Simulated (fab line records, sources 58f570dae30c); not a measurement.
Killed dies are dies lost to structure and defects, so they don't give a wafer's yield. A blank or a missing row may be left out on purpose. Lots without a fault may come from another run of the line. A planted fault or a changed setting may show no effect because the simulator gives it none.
Which tool did it? | flow berkeley_cmos170 | 13 lots, 39 wafers sampled, at 2 steps of a route of 331

WHAT THE GAUGES READ, wafer by wafer
UCB170_NSD_OVL_MEAS_07.
lot  | measured     | on         | NSD_OVL (nm)
L422 | day 7 03:31  | overlay-01 | -6 8 5
L423 | day 7 10:59  | overlay-02 | -4 -4 1
L425 | day 7 11:04  | overlay-01 | 10 8 12
L426 | day 7 11:34  | overlay-02 | -1 1 6
L424 | day 7 11:37  | overlay-02 | 7 6 7
L428 | day 7 21:01  | overlay-01 | 0 2 4
L431 | day 8 11:31  | overlay-01 | -5 -4 -1
L430 | day 8 12:14  | overlay-02 | -2 6 -3
L439 | day 9 23:49  | overlay-01 | -2 -1 -3
L442 | day 10 21:51 | overlay-02 | -3 8 6
L441 | day 10 22:17 | overlay-01 | 5 8 5
L443 | day 11 06:34 | overlay-01 | 4 5 2
L444 | day 11 07:18 | overlay-02 | 7 -1 1

WHICH TOOL RAN EACH LOT (tool, then ch and the chambers of the sampled wafers, then the start)
lot  | UCB170_PSD_STRIP_09
L422 | plasma_asher-02 ch 0,1, day 7 00:11
L423 | plasma_asher-03 ch 0,1, day 7 08:14
L425 | plasma_asher-02 ch 0,1, day 7 08:31
L426 | plasma_asher-03 ch 0,1, day 7 08:49
L424 | plasma_asher-02 ch 0,1, day 7 09:05
L428 | plasma_asher-03 ch 0,1, day 7 19:34
L431 | plasma_asher-04 ch 0,1, day 8 09:28
L430 | plasma_asher-03 ch 0,1, day 8 09:47
L439 | plasma_asher-04 ch 0,1, day 9 21:20
L442 | plasma_asher-02 ch 1, day 10 20:20
L441 | plasma_asher-04 ch 1, day 10 20:38
L443 | plasma_asher-03 ch 0,1, day 11 04:50
L444 | plasma_asher-03 ch 0,1, day 11 05:25
- UCB170_PSD_STRIP_09: strips in O2.

WHAT THE TOOLS THEMSELVES READ (means of the sampled wafers that have a number; where no wafer has one, the mark that the record gives instead)
UCB170_PSD_STRIP_09.
lot  | tool            | drypump_motor_current_A (A) | oes_product_au (a.u.) | strip_time_to_endpoint_s (s)
L422 | plasma_asher-02 | 5.4                         | 0.600                 | 29.39
L423 | plasma_asher-03 | 5.4                         | 0.604                 | 29.39
L425 | plasma_asher-02 | 5.8                         | 0.599                 | 29.35
L426 | plasma_asher-03 | 5.1                         | 0.599                 | 29.42
L424 | plasma_asher-02 | 5.4                         | 0.603                 | 29.52
L428 | plasma_asher-03 | 5.1                         | 0.598                 | 29.29
L431 | plasma_asher-04 | 5.7                         | 0.600                 | 29.41
L430 | plasma_asher-03 | 5.2                         | 0.602                 | 29.39
L439 | plasma_asher-04 | 6.0                         | 0.597                 | 29.45
L442 | plasma_asher-02 | 6.1                         | 0.603                 | 29.49
L441 | plasma_asher-04 | 6.4                         | 0.598                 | 29.49
L443 | plasma_asher-03 | 5.1                         | 0.598                 | 29.48
L444 | plasma_asher-03 | 5.4                         | 0.600                 | 29.38

THE ANSWER, worked out from the rows above alone
Rule: what is usual is taken from the lots themselves. Put in order of their means at a reading, lots are off if they are a third of the lots or fewer, leave a main group of 4 or more, and stand apart from it by a gap of 3 or more times the standard deviation of the main group's means; of several such gaps the widest counts. A main group whose means are all the same, to the digits that the tables above print for the reading, isn't used. A lot without any number at a reading at which 4 lots or more have one is off too. The other lots that the step has rows for count as sound. The gauges are gone through in route order, then the tools' own readings, and for those a lot's mean is taken as printed above. The first step at which some lot is off is used, and at that step the reading that is off furthest; a lot without a number counts as furthest.
No lot is off at any reading shown: from this, nothing can be told.

WHAT THE SIMULATOR HAD PUT IN
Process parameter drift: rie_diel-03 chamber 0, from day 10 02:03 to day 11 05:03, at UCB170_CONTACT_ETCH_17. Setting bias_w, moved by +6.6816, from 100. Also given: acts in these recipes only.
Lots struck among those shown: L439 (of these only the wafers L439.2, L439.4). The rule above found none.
